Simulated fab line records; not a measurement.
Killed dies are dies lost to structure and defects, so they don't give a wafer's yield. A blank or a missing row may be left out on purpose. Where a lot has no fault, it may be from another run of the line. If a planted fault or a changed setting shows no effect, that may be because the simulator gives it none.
Comparing a struck lot with a sound one :: flow ritCmos :: 14 steps out of a route of 202
Sound: these wafers, L426.1, L426.2, L426.5. Struck: wafer L433.3 (L433.1, L433.5, from the same lot, were not struck and are left out); the cause is given at the end.
Per side, at each step with rows, come the tool, then ch with its chambers, and then its first start. Under that, the readings that differ: sound wafers :: struck wafers :: difference of the means :: sigmas: that difference in standard deviations of wafers without a fault.
alike: a reading whose means differ by less than 2 such deviations, as well as words and numbers matching on both sides. not compared: withheld readings; readings where some wafer has no value; bounds like >300 that might hide an equal value; numbers whose values overlap and for which the record gives no deviation.
Wherever a step has rows on one side only, a row that says differs or no value, or a row with sigmas, the two part there. Numbers that have no deviation but don't overlap get no sigmas and don't part them. A reading that every wafer of one side lacks parts them only if that side has two wafers or more.

RIT_SILICIDE_RTA_06: time 10 s, ramp up 5 s, ramp down 10 s.
  sound on rtpAnneal-02 ch 0, day 5 04:38; struck on rtpAnneal-01 ch 0, day 6 20:17
  alike: annealTempCMax, wafer_temp_C_max
RIT_CONTACT_CVD_00: deposits SiO2 from TEOS, target thk 400 nm, time 61 s.
  sound on pecvd-01 ch 1,2, day 5 04:42; struck on pecvd-02 ch 0, day 6 20:21
reading: heaterPowerW (W)
sound: 365 424 378
struck: 252
difference: -137
sigmas: -3
RIT_CONTACT_THK_MEAS_01:
  sound on filmMetro-02 at day 5 04:45; struck on filmMetro-04 at day 6 20:24
  alike: CONTACT_TEOS_THK
then, 6 steps without rows for these wafers: RIT_CONTACT_HMDS_02 (prime time 60 s); RIT_CONTACT_COAT_03 (resist thk 1000 nm); RIT_CONTACT_SOFTBAKE_04 (time 60 s); RIT_CONTACT_EXPOSE_05 (exposes mask M11, target cd 1000 nm); RIT_CONTACT_PEB_06; RIT_CONTACT_DEVELOP_07 (develop time 120 s).
RIT_CONTACT_CD_MEAS_08 targets a cd of 1000 nm.
  sound on cdSem-01 at day 5 05:59; struck on cdSem-02 at day 6 21:33
  alike: cdNm
RIT_CONTACT_OVL_MEAS_09:
  sound on overlay-02 at day 5 06:07; struck on overlay-01 at day 6 21:40
  alike: CONTACT_OVL
then, 1 step without rows for these wafers: RIT_CONTACT_HARDBAKE_10 (time 60 s).
RIT_CONTACT_ETCH_11: etches SiO2 in CHF3/CF4/Ar, stops on TiSi2, target depth 480 nm, time 320 s.
  sound on rieDiel-01 ch 0,2,3, day 5 06:18; struck on rieDiel-01 ch 2, day 6 21:52
reading: model.CONTACT.featureDepthNm (nm)
sound: 397.8 400.4 402.7
struck: 299.4
difference: -100.9
sigmas: 

reading: model.etch.depthNm (nm)
sound: 397.8 400.4 402.7
struck: 299.4
difference: -100.9
sigmas: 

reading: model.NOVOLAK_of_CONTACT_COAT_03.thkNm (nm)
sound: 757.8 764.1 761.2
struck: 814.9
difference: +53.9
sigmas: 
  alike: chamberPressureMTorr, drypumpMotorCurrentA, oesProductAu, throttleValvePct
  not compared: rfHoursCounterH
RIT_CONTACT_STRIP_12: strips in O2, time 180 s.
  sound on plasmaAsher-03 ch 0,1, day 5 06:29; struck on plasmaAsher-04 ch 1, day 6 22:03
  alike: chamberPressureMTorr, drypumpMotorCurrentA, rfReflPowerW
  not compared: rfHoursCounterH

WHERE THEY PART
Within this record, at RIT_CONTACT_CVD_00 only. Later steps at which nothing parts them and some readings are alike: RIT_CONTACT_THK_MEAS_01, RIT_CONTACT_CD_MEAS_08, RIT_CONTACT_OVL_MEAS_09, RIT_CONTACT_ETCH_11, RIT_CONTACT_STRIP_12.

WHY: what had been put in by the simulator
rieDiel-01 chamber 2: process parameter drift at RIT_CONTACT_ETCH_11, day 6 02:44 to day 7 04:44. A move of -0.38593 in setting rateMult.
